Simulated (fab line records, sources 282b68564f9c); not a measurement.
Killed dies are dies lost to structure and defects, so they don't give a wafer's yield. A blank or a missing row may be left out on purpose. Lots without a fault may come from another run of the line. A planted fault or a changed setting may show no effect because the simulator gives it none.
Problem report in the 8D (eight disciplines) form, filled by code | flow rit_cmos | the parts of the form that need people (team, actions taken, sign-off) are left out

1. THE PROBLEM
ACTIVE_OXIDE_THK at RIT_ACTIVE_THK_MEAS_02 reads a mean of 53.1 nm on 6 wafers of 2 lots; wafers without a fault read 46.3 nm with a standard deviation of 0.8. That is +8.5 standard deviations from the usual mean.
First seen on wafer L476.1, day 3 10:29, on film_metro-01. The record holds 42 wafers of 14 lots with a number at this step. Rule for "out", or "out of limits": more than 4 standard deviations from the usual mean. The other wafers with a number count as sound.

2. WHAT IT IS AND WHAT IT IS NOT
question                    | is                           | is not
which readings at this step | ACTIVE_OXIDE_THK             | -
which lots                  | L476, L477                   | L468, L470, L471, L472, L473, L474, L478, L479, L482, L488, L489, L490
which wafers of those lots  | all that have a number       | -
read on which gauges        | film_metro-01, film_metro-02 | film_metro-04
when                        | from day 3 10:29             | up to then (18 sound wafers); but 18 sound wafers of L478, L479, L482, L488, L489, L490 came after

3. SUSPECTS, AND WHAT RULES EACH OUT
Counting: a tool at a process step up to the reading stays a suspect if it ran every lot that is out and no sound lot after the first of them.
- the gauge at RIT_ACTIVE_THK_MEAS_02: ruled out. The wafers that are out were read on 2 gauges (film_metro-01, film_metro-02).
- furnace-01 at RIT_ACTIVE_OXIDATION_01 (target thk 46.8 nm, ox time 3317 s): kept. It ran every lot that is out, first L476 (day 3 08:34), and no sound lot after that; its last sound lot up to then is L474 (day 2 23:10). Its own readings are out on those wafers: spike_tc_centre_C, spike_tc_load_C, spike_tc_source_C, tube_center_temp_C, tube_center_temp_C_max.
Left after counting: furnace-01 at RIT_ACTIVE_OXIDATION_01.

4. THE CAUSE (what the simulator had put in)
Process parameter drift: furnace-01, from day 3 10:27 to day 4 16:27, at RIT_ACTIVE_OXIDATION_01. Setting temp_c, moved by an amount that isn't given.
Counting left only this tool.

5. THE CHAIN OF EFFECTS, in route order
Each row: a reading whose mean over the struck wafers that have a number lies more than 3 standard deviations from the usual. Only readings for which the record gives a usual standard deviation are gone through. hours: the time from each lot's start at the first step in this table that gives one to its start at this step, as a median over the lots. sigmas: the change in usual standard deviations.
hours | step                    | reading                | usual    | on struck wafers | change | sigmas
0     | RIT_ACTIVE_OXIDATION_01 | spike_tc_centre_C      | 1002.7 C | 1016.7           | +14.0  | +12
0     | RIT_ACTIVE_OXIDATION_01 | spike_tc_load_C        | 1025.6 C | 1039.4           | +13.8  | +13
0     | RIT_ACTIVE_OXIDATION_01 | spike_tc_source_C      | 1022.2 C | 1040.1           | +17.9  | +8.5
0     | RIT_ACTIVE_OXIDATION_01 | tube_center_temp_C     | 1000 C   | 1015             | +15    | +99 or more
0     | RIT_ACTIVE_OXIDATION_01 | tube_center_temp_C_max | 1002.6   | 1017.5           | +14.9  | +35
2     | RIT_ACTIVE_THK_MEAS_02  | ACTIVE_OXIDE_THK       | 46.3 nm  | 53.1             | +6.8   | +8.5
The process steps in it:
- RIT_ACTIVE_OXIDATION_01: target thk 46.8 nm, ox time 3317 s.
Later measuring or inspecting steps at which every struck wafer that the step has a row for has a number for every such reading, and none has moved that far: RIT_M1_RS_MEAS_01, RIT_M1_CD_MEAS_09, RIT_M1_BOW_MEAS_16.

6. WHAT WOULD HAVE CAUGHT IT SOONER
In this record the first reading out of limits at a measuring or inspecting step was taken at day 3 10:29, 0 hours after the fault began at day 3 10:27.
The tool's own readings at RIT_ACTIVE_OXIDATION_01 were out on every struck wafer that the step has a row for (spike_tc_centre_C, spike_tc_load_C, spike_tc_source_C, tube_center_temp_C, tube_center_temp_C_max): an alarm limit on them would have fired on the first of those.
Of the lots that are out (2), L477 began RIT_ACTIVE_OXIDATION_01 on furnace-01 after day 3 10:29. A hold on the tool at that time would have spared it.
